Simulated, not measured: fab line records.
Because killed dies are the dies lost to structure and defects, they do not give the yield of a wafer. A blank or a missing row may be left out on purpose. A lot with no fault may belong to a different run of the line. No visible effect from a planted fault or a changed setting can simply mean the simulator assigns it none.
fab line records ; flow ritCmos ; part 1 of 2: steps 1 to 35 of 50
record lots=5; wafers=15; lastDay=7
route steps=202 shown NRETRO@60 PRETRO@64 GATE@75 FOX2@80 REOX@98 NLDD@103
lots with no fault: from the same line, run without faults
startH: start of the lot's first displayed wafer, in hours after the record's first day ; waitH: hours elapsed since this lot's preceding step ; " as in the row above ; L1.1+2: one row covering several wafers at once ; - value missing, or start not given ; * or withheld: withheld ; < > ~ a bound
route shown NAME@n: a module of which the file shows steps, and the number in the route of the first ; usual: mean/standard deviation of fault-free wafers ; same: alike in all rows ; chamber/n: place in a boat ; sites: each site's reading ; _std_site: how widely they spread, as a standard deviation ; _edge_site: the outer-site mean with the inner-site mean subtracted ; radiusMm: for every site, how far away it sits from the centre of the wafer ; mask NAME#n: copy n ; behind: tool/chamber where the wafer was last shaped ; hold: cause of the lot's hold/its duration in hours/its outcome ; device: names the non-switching transistor (n, p or np) ; end of line: at the end of the route, the tests of the same wafers ; step lacking rows: just its recipe ; killed: the dies lost at the first sort to structure and to defects; this is not the yield of the wafer ; map: a wafer's dies, marking killed ones x, the rest . and places with no die _
set.NAME: the run value of the setting; set.NAME@STEP: its run value at that earlier step ; model.NAME: the simulator's own value behind a step, which no gauge read
lots at selected steps of the route; one table per step, one row per wafer
services: the hour from which a tool's chamber was out of use, counted from the record's first day as startH (under 0 if before that day), plus the number of hours and why
## steps
# step RIT_NRETRO_HARDBAKE_07
# recipe resist=NOVOLAK; tempC=140; timeS=120
lot.wafer;tool;chamber;startH;waitH
L078.1+3+4;lithoTrack-02;0;53.80;0.0
L086.3+4+5;lithoTrack-02;0;91.80;0.1
L087.1+4+6;lithoTrack-03;0;95.19;0.0
L090.1+3+4;lithoTrack-02;0;109.22;0.0
L095.1+3+6;lithoTrack-01;0;136.22;0.0
# step RIT_NRETRO_IMPLANT_08
# recipe species=P; energyKev=70; doseCm2=1e+13; tiltDeg=7
# usual tiltDeg=7.000/0.022
lot.wafer;tool;chamber;startH;waitH;tiltDeg
L078.1;implanter-03;0;54.05;0.2;6.997
L078.3;implanter-03;0;54.05;0.2;7.001
L078.4;implanter-03;0;54.05;0.2;7.005
L086.3;implanter-01;0;92.01;0.2;7.018
L086.4;implanter-01;0;92.01;0.2;7.033
L086.5;implanter-01;0;92.01;0.2;7.017
L087.1;implanter-01;0;95.44;0.2;6.963
L087.4;implanter-01;0;95.44;0.2;6.977
L087.6;implanter-01;0;95.44;0.2;6.984
L090.1;implanter-01;0;109.47;0.2;7.002
L090.3;implanter-01;0;109.47;0.2;6.961
L090.4;implanter-01;0;109.47;0.2;7.033
L095.1;implanter-01;0;136.47;0.2;7.002
L095.3;implanter-01;0;136.47;0.2;6.991
L095.6;implanter-01;0;136.47;0.2;6.998
# step RIT_NRETRO_STRIP_09
# recipe chemistry=O2; timeS=180; resist=NOVOLAK; platenTempC=withheld; powerW=500; pressureMtorr=4000; o2FlowSccm=4000
# usual drypumpMotorCurrentA=5.9/0.55
lot.wafer;tool;chamber;startH;waitH;drypumpMotorCurrentA;rfHoursCounterH
L078.1;plasmaAsher-01;1;54.20;0.1;5.1;42
L078.3;plasmaAsher-01;1;54.20;0.1;5.1;-
L078.4;plasmaAsher-01;0;54.20;0.1;6.6;-
L086.3;plasmaAsher-03;1;92.17;0.1;5.6;-
L086.4;plasmaAsher-03;0;92.17;0.1;6.4;-
L086.5;plasmaAsher-03;0;92.17;0.1;6.5;-
L087.1;plasmaAsher-04;1;95.59;0.1;5.4;45
L087.4;plasmaAsher-04;1;95.59;0.1;5.5;-
L087.6;plasmaAsher-04;0;95.59;0.1;6.0;-
L090.1;plasmaAsher-03;0;109.62;0.1;6.4;45
L090.3;plasmaAsher-03;0;109.62;0.1;6.5;-
L090.4;plasmaAsher-03;1;109.62;0.1;5.6;-
L095.1;plasmaAsher-03;0;136.62;0.1;6.4;48
L095.3;plasmaAsher-03;0;136.62;0.1;6.5;-
L095.6;plasmaAsher-03;0;136.62;0.1;6.5;-
# step RIT_NRETRO_TW_MEAS_10
# usual NRETRO_TW=1052/7.6
lot.wafer;tool;chamber;startH;waitH;NRETRO_TW
L078.1;filmMetro-02;-;54.37;0.1;1041
L078.3;filmMetro-02;-;54.37;0.1;1048
L078.4;filmMetro-02;-;54.37;0.1;1050
L086.3;filmMetro-01;-;92.31;0.1;1044
L086.4;filmMetro-01;-;92.31;0.1;1045
L086.5;filmMetro-01;-;92.31;0.1;1043
L087.1;filmMetro-04;-;95.76;0.1;1060
L087.4;filmMetro-04;-;95.76;0.1;1066
L087.6;filmMetro-04;-;95.76;0.1;1061
L090.1;filmMetro-01;-;109.80;0.1;1052
L090.3;filmMetro-01;-;109.80;0.1;1049
L090.4;filmMetro-01;-;109.80;0.1;1050
L095.1;filmMetro-01;-;136.79;0.1;1042
L095.3;filmMetro-01;-;136.79;0.1;1046
L095.6;filmMetro-01;-;136.79;0.1;1045
# step RIT_PRETRO_HMDS_00
# recipe primeTimeS=60; primeTempC=140
lot.wafer;tool;chamber;startH;waitH
L078.1+3+4;lithoTrack-01;0;54.43;0.1
L086.3+4+5;lithoTrack-03;0;92.40;0.1
L087.1+4+6;lithoTrack-01;0;95.82;0.1
L090.1+3+4;lithoTrack-04;0;109.86;0.1
L095.1+3+6;lithoTrack-03;0;136.85;0.1
# step RIT_PRETRO_COAT_01
# recipe resist=NOVOLAK; spinRpm=2000; resistThkNm=1300
lot.wafer;tool;chamber;startH;waitH
L078.1+3+4;lithoTrack-01;0;54.58;0.1
L086.3+4+5;lithoTrack-03;0;92.55;0.1
L087.1+4+6;lithoTrack-01;0;95.97;0.1
L090.1+3+4;lithoTrack-04;0;110.01;0.1
L095.1+3+6;lithoTrack-03;0;137.00;0.1
# step RIT_PRETRO_SOFTBAKE_02
# recipe resist=NOVOLAK; tempC=90; timeS=60
lot.wafer;tool;chamber;startH;waitH
L078.1+3+4;lithoTrack-01;0;54.73;0.1
L086.3+4+5;lithoTrack-03;0;92.70;0.1
L087.1+4+6;lithoTrack-01;0;96.12;0.1
L090.1+3+4;lithoTrack-04;0;110.16;0.1
L095.1+3+6;lithoTrack-03;0;137.15;0.1
# step RIT_PRETRO_EXPOSE_03
# recipe maskId=M5; na=0.57; targetCdNm=43700; doseMj=250
# usual stageVelMmS=500.00/0.25
lot.wafer;tool;chamber;startH;waitH;mask;stageVelMmS
L078.1;ilineStepper-02;0;54.88;0.1;M5#0;500.16
L078.3;ilineStepper-02;0;54.88;0.1;M5#0;499.91
L078.4;ilineStepper-02;0;54.88;0.1;M5#0;499.86
L086.3;ilineStepper-01;0;92.87;0.1;M5#0;499.91
L086.4;ilineStepper-01;0;92.87;0.1;M5#0;499.82
L086.5;ilineStepper-01;0;92.87;0.1;M5#0;500.25
L087.1;ilineStepper-02;0;96.40;0.2;M5#0;500.22
L087.4;ilineStepper-02;0;96.40;0.2;M5#0;500.52
L087.6;ilineStepper-02;0;96.40;0.2;M5#0;499.97
L090.1;ilineStepper-01;0;110.43;0.2;M5#0;499.93
L090.3;ilineStepper-01;0;110.43;0.2;M5#0;499.89
L090.4;ilineStepper-01;0;110.43;0.2;M5#0;500.44
L095.1;ilineStepper-02;0;137.43;0.2;M5#0;500.11
L095.3;ilineStepper-02;0;137.43;0.2;M5#0;500.06
L095.6;ilineStepper-02;0;137.43;0.2;M5#0;500.14
# step RIT_PRETRO_PEB_04
# recipe resist=NOVOLAK; tempC=withheld; timeS=withheld
lot.wafer;tool;chamber;startH;waitH
L078.1+3+4;lithoTrack-03;0;55.00;0.1
L086.3+4+5;lithoTrack-01;0;92.99;0.1
L087.1+4+6;lithoTrack-03;0;96.51;0.1
L090.1+3+4;lithoTrack-01;0;110.55;0.1
L095.1+3+6;lithoTrack-03;0;137.55;0.1
# step RIT_PRETRO_DEVELOP_05
# recipe resist=NOVOLAK; developTimeS=68; devTempC=23
lot.wafer;tool;chamber;startH;waitH
L078.1+3+4;lithoTrack-03;0;-;-
L086.3+4+5;lithoTrack-01;0;-;-
L087.1+4+6;lithoTrack-03;0;-;-
L090.1+3+4;lithoTrack-01;0;-;-
L095.1+3+6;lithoTrack-03;0;-;-
# step RIT_PRETRO_OVL_MEAS_06
# usual PRETRO_OVL=-0.6/1.5
lot.wafer;tool;chamber;startH;waitH;PRETRO_OVL[nm]
L078.1;overlay-02;-;55.31;-;-0.5
L078.3;overlay-02;-;55.31;-;-1.1
L078.4;overlay-02;-;55.31;-;0.2
L086.3;overlay-01;-;93.27;-;-1.4
L086.4;overlay-01;-;93.27;-;0.0
L086.5;overlay-01;-;93.27;-;2.2
L087.1;overlay-01;-;96.83;-;1.2
L087.4;overlay-01;-;96.83;-;2.9
L087.6;overlay-01;-;96.83;-;2.4
L090.1;overlay-02;-;110.86;-;-0.1
L090.3;overlay-02;-;110.86;-;-1.6
L090.4;overlay-02;-;110.86;-;0.6
L095.1;overlay-02;-;137.86;-;0.4
L095.3;overlay-02;-;137.86;-;-1.1
L095.6;overlay-02;-;137.86;-;1.4
# step RIT_PRETRO_HARDBAKE_07
# recipe resist=NOVOLAK; tempC=140; timeS=120
lot.wafer;tool;chamber;startH;waitH
L078.1+3+4;lithoTrack-01;0;55.35;0.0
L086.3+4+5;lithoTrack-04;0;93.39;0.1
L087.1+4+6;lithoTrack-03;0;96.86;0.0
L090.1+3+4;lithoTrack-03;0;110.90;0.0
L095.1+3+6;lithoTrack-03;0;137.90;0.0
# step RIT_PRETRO_IMPLANT_08
# recipe species=B; energyKev=45; doseCm2=1.2e+13; tiltDeg=7
# usual tiltDeg=6.998/0.017
lot.wafer;tool;chamber;startH;waitH;tiltDeg
L078.1;implanter-03;0;55.60;0.2;6.987
L078.3;implanter-03;0;55.60;0.2;6.999
L078.4;implanter-03;0;55.60;0.2;7.016
L086.3;implanter-04;0;93.60;0.2;7.008
L086.4;implanter-04;0;93.60;0.2;7.038
L086.5;implanter-04;0;93.60;0.2;7.008
L087.1;implanter-01;0;97.11;0.2;6.961
L087.4;implanter-01;0;97.11;0.2;6.961
L087.6;implanter-01;0;97.11;0.2;6.975
L090.1;implanter-04;0;111.15;0.2;6.995
L090.3;implanter-04;0;111.15;0.2;6.986
L090.4;implanter-04;0;111.15;0.2;7.005
L095.1;implanter-01;0;138.15;0.2;6.997
L095.3;implanter-01;0;138.15;0.2;6.977
L095.6;implanter-01;0;138.15;0.2;7.014
# step RIT_PRETRO_STRIP_09
# recipe chemistry=O2; timeS=180; resist=NOVOLAK; platenTempC=withheld; powerW=500; pressureMtorr=4000; o2FlowSccm=4000
# usual drypumpMotorCurrentA=6.0/0.53
lot.wafer;tool;chamber;startH;waitH;drypumpMotorCurrentA;rfHoursCounterH
L078.1;plasmaAsher-01;1;55.75;0.1;5.1;42
L078.3;plasmaAsher-01;0;55.75;0.1;6.6;-
L078.4;plasmaAsher-01;1;55.75;0.1;5.1;-
L086.3;plasmaAsher-02;0;93.76;0.1;6.1;-
L086.4;plasmaAsher-02;1;93.76;0.1;6.4;-
L086.5;plasmaAsher-02;1;93.76;0.1;6.4;-
L087.1;plasmaAsher-03;1;97.26;0.1;5.6;44
L087.4;plasmaAsher-03;0;97.26;0.1;6.4;-
L087.6;plasmaAsher-03;1;97.26;0.1;5.6;-
L090.1;plasmaAsher-02;0;111.30;0.1;6.1;33
L090.3;plasmaAsher-02;1;111.30;0.1;6.4;-
L090.4;plasmaAsher-02;0;111.30;0.1;6.1;-
L095.1;plasmaAsher-03;0;138.30;0.1;6.5;49
L095.3;plasmaAsher-03;1;138.30;0.1;5.6;-
L095.6;plasmaAsher-03;1;138.30;0.1;5.6;-
# step RIT_PRETRO_TW_MEAS_10
# usual PRETRO_TW=475.4/3
lot.wafer;tool;chamber;startH;waitH;PRETRO_TW
L078.1;filmMetro-03;-;55.92;0.1;473.0
L078.3;filmMetro-03;-;55.92;0.1;473.4
L078.4;filmMetro-03;-;55.92;0.1;475.2
L086.3;filmMetro-03;-;93.90;0.1;471.2
L086.4;filmMetro-03;-;93.90;0.1;475.1
L086.5;filmMetro-03;-;93.90;0.1;475.5
L087.1;filmMetro-02;-;97.44;0.1;471.7
L087.4;filmMetro-02;-;97.44;0.1;472.6
L087.6;filmMetro-02;-;97.44;0.1;470.4
L090.1;filmMetro-04;-;111.47;0.1;479.3
L090.3;filmMetro-04;-;111.47;0.1;479.7
L090.4;filmMetro-04;-;111.47;0.1;478.2
L095.1;filmMetro-03;-;138.47;0.1;472.5
L095.3;filmMetro-03;-;138.47;0.1;472.2
L095.6;filmMetro-03;-;138.47;0.1;476.5
# step RIT_GATE_WET_ETCH_00
# recipe chemistry=BOE; target=SiO2; targetDepthNm=56; timeS=60; dry=n2Spin; dilution=10:1; tempC=21.5
lot.wafer;tool;chamber;startH;waitH
L078.1+3+4;wetBench-02;3;55.98;0.1
L086.3+4+5;wetBench-04;1;93.94;0.0
L087.1+4+6;wetBench-04;2;97.50;0.1
L090.1+3+4;wetBench-04;0;111.53;0.1
L095.1+3+6;wetBench-04;3;138.53;0.1
# step RIT_GATE_CLEAN_01
# recipe chemistry=SC1; mix=3:3:50; timeS=600; tempC=75
lot.wafer;tool;chamber;startH;waitH
L078.1+3+4;wetBench-04;0;56.01;0.0
L086.3+4+5;wetBench-02;3;93.96;0.0
L087.1+4+6;wetBench-03;0;97.52;0.0
L090.1+3+4;wetBench-03;0;111.56;0.0
L095.1+3+6;wetBench-03;0;138.56;0.0
# step RIT_GATE_CLEAN_02
# recipe chemistry=dHF; dilution=50:1; timeS=30
lot.wafer;tool;chamber;startH;waitH
L078.1+3+4;wetBench-02;3;56.18;0.0
L086.3+4+5;wetBench-04;2;94.31;0.0
L087.1+4+6;wetBench-04;3;97.70;0.0
L090.1+3+4;wetBench-04;2;111.73;0.0
L095.1+3+6;wetBench-02;0;138.75;0.0
# step RIT_GATE_CLEAN_03
# recipe chemistry=SC2; mix=3:3:50; timeS=600; tempC=75; dry=n2Spin
lot.wafer;tool;chamber;startH;waitH
L078.1+3+4;wetBench-03;0;56.20;0.0
L086.3+4+5;wetBench-02;3;94.33;0.0
L087.1+4+6;wetBench-02;1;97.72;0.0
L090.1+3+4;wetBench-02;2;111.75;0.0
L095.1+3+6;wetBench-03;2;138.76;0.0
# step RIT_GATE_CLEAN_04
# recipe chemistry=dHF; dilution=50:1; timeS=60; dry=n2Spin
lot.wafer;tool;chamber;startH;waitH
L078.1+3+4;wetBench-04;0;56.38;0.0
L086.3+4+5;wetBench-03;0;94.68;0.0
L087.1+4+6;wetBench-03;1;97.89;0.0
L090.1+3+4;wetBench-03;0;111.93;0.0
L095.1+3+6;wetBench-02;2;138.96;0.0
# step RIT_FOX2_THK_MEAS_91
# recipe reads=SiO2_of_FOX2_OXIDATION_00
# usual FIELD_OXIDE_LEFT_2_THK=255/6.6
lot.wafer;tool;chamber;startH;waitH;FIELD_OXIDE_LEFT_2_THK[nm]
L078.1;filmMetro-01;-;56.40;0.0;256
L078.3;filmMetro-01;-;56.40;0.0;255
L078.4;filmMetro-01;-;56.40;0.0;260
L086.3;filmMetro-01;-;94.73;0.0;255
L086.4;filmMetro-01;-;94.73;0.0;256
L086.5;filmMetro-01;-;94.73;0.0;260
L087.1;filmMetro-01;-;97.92;0.0;253
L087.4;filmMetro-01;-;97.92;0.0;257
L087.6;filmMetro-01;-;97.92;0.0;259
L090.1;filmMetro-01;-;111.95;0.0;249
L090.3;filmMetro-01;-;111.95;0.0;252
L090.4;filmMetro-01;-;111.95;0.0;250
L095.1;filmMetro-03;-;138.98;0.0;250
L095.3;filmMetro-03;-;138.98;0.0;246
L095.6;filmMetro-03;-;138.98;0.0;251
# step RIT_GATE_OXIDATION_05
# recipe tempC=900; ambient=O2; targetThkA=30; oxTimeS=270
# same oxTimeS=270
lot.wafer;tool;chamber;startH;waitH
L078.1+3+4;furnace-03;0;56.96;0.5
L086.3+4+5;furnace-01;0;94.77;0.0
L087.1+4+6;furnace-03;0;98.58;0.7
L090.1+3+4;furnace-01;0;112.01;0.1
L095.1+3+6;furnace-01;0;139.04;0.1
# step RIT_GATE_ANNEAL_06
# recipe tempC=900; timeS=600; ambient=N2O
lot.wafer;tool;chamber;startH;waitH
L078.1+3+4;furnace-02;0;58.45;0.4
L086.3+4+5;furnace-01;0;95.84;0.0
L087.1+4+6;furnace-03;0;99.65;0.0
L090.1+3+4;furnace-03;0;113.09;0.0
L095.1+3+6;furnace-03;0;140.12;0.0
# step RIT_GATE_THK_MEAS_07
# recipe reads=SiO2_of_GATE_OXIDATION_05
# usual GATE_OXIDE_THK=3.05/0.06
lot.wafer;tool;chamber;startH;waitH;GATE_OXIDE_THK[nm]
L078.1;filmMetro-01;-;58.70;0.0;3.01
L078.3;filmMetro-01;-;58.70;0.0;3.02
L078.4;filmMetro-01;-;58.70;0.0;3.00
L086.3;filmMetro-03;-;96.11;0.0;2.91
L086.4;filmMetro-03;-;96.11;0.0;2.93
L086.5;filmMetro-03;-;96.11;0.0;2.99
L087.1;filmMetro-03;-;99.90;0.0;3.11
L087.4;filmMetro-03;-;99.90;0.0;3.13
L087.6;filmMetro-03;-;99.90;0.0;3.13
L090.1;filmMetro-03;-;113.34;0.0;3.15
L090.3;filmMetro-03;-;113.34;0.0;3.07
L090.4;filmMetro-03;-;113.34;0.0;3.08
L095.1;filmMetro-01;-;140.37;0.0;2.93
L095.3;filmMetro-01;-;140.37;0.0;3.01
L095.6;filmMetro-01;-;140.37;0.0;2.96
# step RIT_GATE_CVD_08
# recipe material=poly-Si; targetThkNm=250; tempC=610; precursor=SiH4; timeS=2220; pressureMtorr=300; sih4FlowSccm=100
lot.wafer;tool;chamber;startH;waitH
L078.1+3+4;lpcvd-01;0;58.76;0.1
L086.3+4+5;lpcvd-01;1;96.38;0.3
L087.1+4+6;lpcvd-01;0;99.96;0.1
L090.1+3+4;lpcvd-02;1;113.40;0.1
L095.1+3+6;lpcvd-01;0;140.43;0.1
# step RIT_GATE_THK_MEAS_09
# recipe reads=poly-Si_of_GATE_CVD_08
# usual GATE_POLY_THK=250.4/2.4
lot.wafer;tool;chamber;startH;waitH;GATE_POLY_THK[nm]
L078.1;filmMetro-03;-;60.37;0.0;249.7
L078.3;filmMetro-03;-;60.37;0.0;251.9
L078.4;filmMetro-03;-;60.37;0.0;251.1
L086.3;filmMetro-03;-;98.02;0.0;248.2
L086.4;filmMetro-03;-;98.02;0.0;247.9
L086.5;filmMetro-03;-;98.02;0.0;245.8
L087.1;filmMetro-03;-;101.58;0.0;253.3
L087.4;filmMetro-03;-;101.58;0.0;253.2
L087.6;filmMetro-03;-;101.58;0.0;254.6
L090.1;filmMetro-03;-;115.01;0.0;248.4
L090.3;filmMetro-03;-;115.01;0.0;250.1
L090.4;filmMetro-03;-;115.01;0.0;249.7
L095.1;filmMetro-03;-;142.04;0.0;250.4
L095.3;filmMetro-03;-;142.04;0.0;250.9
L095.6;filmMetro-03;-;142.04;0.0;251.7
# step RIT_GATE_HMDS_10
# recipe primeTimeS=60; primeTempC=140
lot.wafer;tool;chamber;startH;waitH
L078.1+3+4;lithoTrack-02;0;60.48;0.1
L086.3+4+5;lithoTrack-04;0;98.11;0.1
L087.1+4+6;lithoTrack-02;0;101.84;0.3
L090.1+3+4;lithoTrack-01;0;115.13;0.1
L095.1+3+6;lithoTrack-04;0;142.10;0.1
# step RIT_GATE_COAT_11
# recipe resist=NOVOLAK; spinRpm=4250; resistThkNm=850
lot.wafer;tool;chamber;startH;waitH
L078.1+3+4;lithoTrack-02;0;60.63;0.1
L086.3+4+5;lithoTrack-04;0;98.26;0.1
L087.1+4+6;lithoTrack-02;0;101.99;0.1
L090.1+3+4;lithoTrack-01;0;115.28;0.1
L095.1+3+6;lithoTrack-04;0;142.25;0.1
# step RIT_GATE_SOFTBAKE_12
# recipe resist=NOVOLAK; tempC=90; timeS=60
lot.wafer;tool;chamber;startH;waitH
L078.1+3+4;lithoTrack-02;0;60.78;0.1
L086.3+4+5;lithoTrack-04;0;98.41;0.1
L087.1+4+6;lithoTrack-02;0;102.14;0.1
L090.1+3+4;lithoTrack-01;0;115.43;0.1
L095.1+3+6;lithoTrack-04;0;142.40;0.1
# step RIT_GATE_EXPOSE_13
# recipe maskId=M6; na=0.6; sourceShape=conventional; sigmaOuter=0.6; targetCdNm=150; doseMj=380
# usual stageVelMmS=499.94/0.29
lot.wafer;tool;chamber;startH;waitH;mask;stageVelMmS
L078.1;ilineStepper-02;0;60.93;0.1;M6#0;500.19
L078.3;ilineStepper-02;0;60.93;0.1;M6#0;500.17
L078.4;ilineStepper-02;0;60.93;0.1;M6#0;500.45
L086.3;ilineStepper-02;0;98.67;0.2;M6#0;500.30
L086.4;ilineStepper-02;0;98.67;0.2;M6#0;500.03
L086.5;ilineStepper-02;0;98.67;0.2;M6#0;500.04
L087.1;ilineStepper-02;0;102.29;0.1;M6#0;499.52
L087.4;ilineStepper-02;0;102.29;0.1;M6#0;499.92
L087.6;ilineStepper-02;0;102.29;0.1;M6#0;500.01
L090.1;ilineStepper-01;0;115.71;0.2;M6#0;500.20
L090.3;ilineStepper-01;0;115.71;0.2;M6#0;500.22
L090.4;ilineStepper-01;0;115.71;0.2;M6#0;499.70
L095.1;ilineStepper-02;0;142.68;0.2;M6#0;499.96
L095.3;ilineStepper-02;0;142.68;0.2;M6#0;500.11
L095.6;ilineStepper-02;0;142.68;0.2;M6#0;499.86
# step RIT_GATE_PEB_14
# recipe resist=NOVOLAK; tempC=withheld; timeS=withheld
lot.wafer;tool;chamber;startH;waitH
L078.1+3+4;lithoTrack-04;0;61.09;0.1
L086.3+4+5;lithoTrack-01;0;98.87;0.2
L087.1+4+6;lithoTrack-01;0;102.42;0.1
L090.1+3+4;lithoTrack-02;0;115.82;0.1
L095.1+3+6;lithoTrack-02;0;142.84;0.1
# step RIT_GATE_DEVELOP_15
# recipe resist=NOVOLAK; developTimeS=50; devTempC=23
lot.wafer;tool;chamber;startH;waitH
L078.1+3+4;lithoTrack-04;0;-;-
L086.3+4+5;lithoTrack-01;0;-;-
L087.1+4+6;lithoTrack-01;0;-;-
L090.1+3+4;lithoTrack-02;0;-;-
L095.1+3+6;lithoTrack-02;0;-;-
# step RIT_GATE_CD_MEAS_16
# recipe targetCdNm=150
# usual cdNm=150.6/2
lot.wafer;tool;chamber;startH;waitH;cdNm
L078.1;cdSem-02;-;61.37;-;149.8
L078.3;cdSem-02;-;61.37;-;151.6
L078.4;cdSem-02;-;61.37;-;151.8
L086.3;cdSem-02;-;99.14;-;149.4
L086.4;cdSem-02;-;99.14;-;148.8
L086.5;cdSem-02;-;99.14;-;151.4
L087.1;cdSem-01;-;102.70;-;154.3
L087.4;cdSem-01;-;102.70;-;151.7
L087.6;cdSem-01;-;102.70;-;152.5
L090.1;cdSem-01;-;116.11;-;146.6
L090.3;cdSem-01;-;116.11;-;146.9
L090.4;cdSem-01;-;116.11;-;146.2
L095.1;cdSem-01;-;143.12;-;152.8
L095.3;cdSem-01;-;143.12;-;154.0
L095.6;cdSem-01;-;143.12;-;154.6
# step RIT_GATE_OVL_MEAS_17
# usual GATE_OVL=0.1/1.3
lot.wafer;tool;chamber;startH;waitH;GATE_OVL[nm]
L078.1;overlay-01;-;61.49;0.1;0.3
L078.3;overlay-01;-;61.49;0.1;-2.2
L078.4;overlay-01;-;61.49;0.1;-0.9
L086.3;overlay-02;-;99.23;0.1;0.9
L086.4;overlay-02;-;99.23;0.1;0.5
L086.5;overlay-02;-;99.23;0.1;0.6
L087.1;overlay-02;-;102.82;0.1;-1.1
L087.4;overlay-02;-;102.82;0.1;-1.1
L087.6;overlay-02;-;102.82;0.1;1.7
L090.1;overlay-02;-;116.23;0.1;0.0
L090.3;overlay-02;-;116.23;0.1;-0.8
L090.4;overlay-02;-;116.23;0.1;1.1
L095.1;overlay-02;-;143.24;0.1;-0.1
L095.3;overlay-02;-;143.24;0.1;-1.5
L095.6;overlay-02;-;143.24;0.1;0.1
# step RIT_GATE_HARDBAKE_18
# recipe resist=NOVOLAK; tempC=140; timeS=60
lot.wafer;tool;chamber;startH;waitH
L078.1+3+4;lithoTrack-01;0;61.57;0.1
L086.3+4+5;lithoTrack-02;0;99.31;0.1
L087.1+4+6;lithoTrack-04;0;102.86;0.0
L090.1+3+4;lithoTrack-04;0;116.48;0.2
L095.1+3+6;lithoTrack-02;0;143.28;0.0
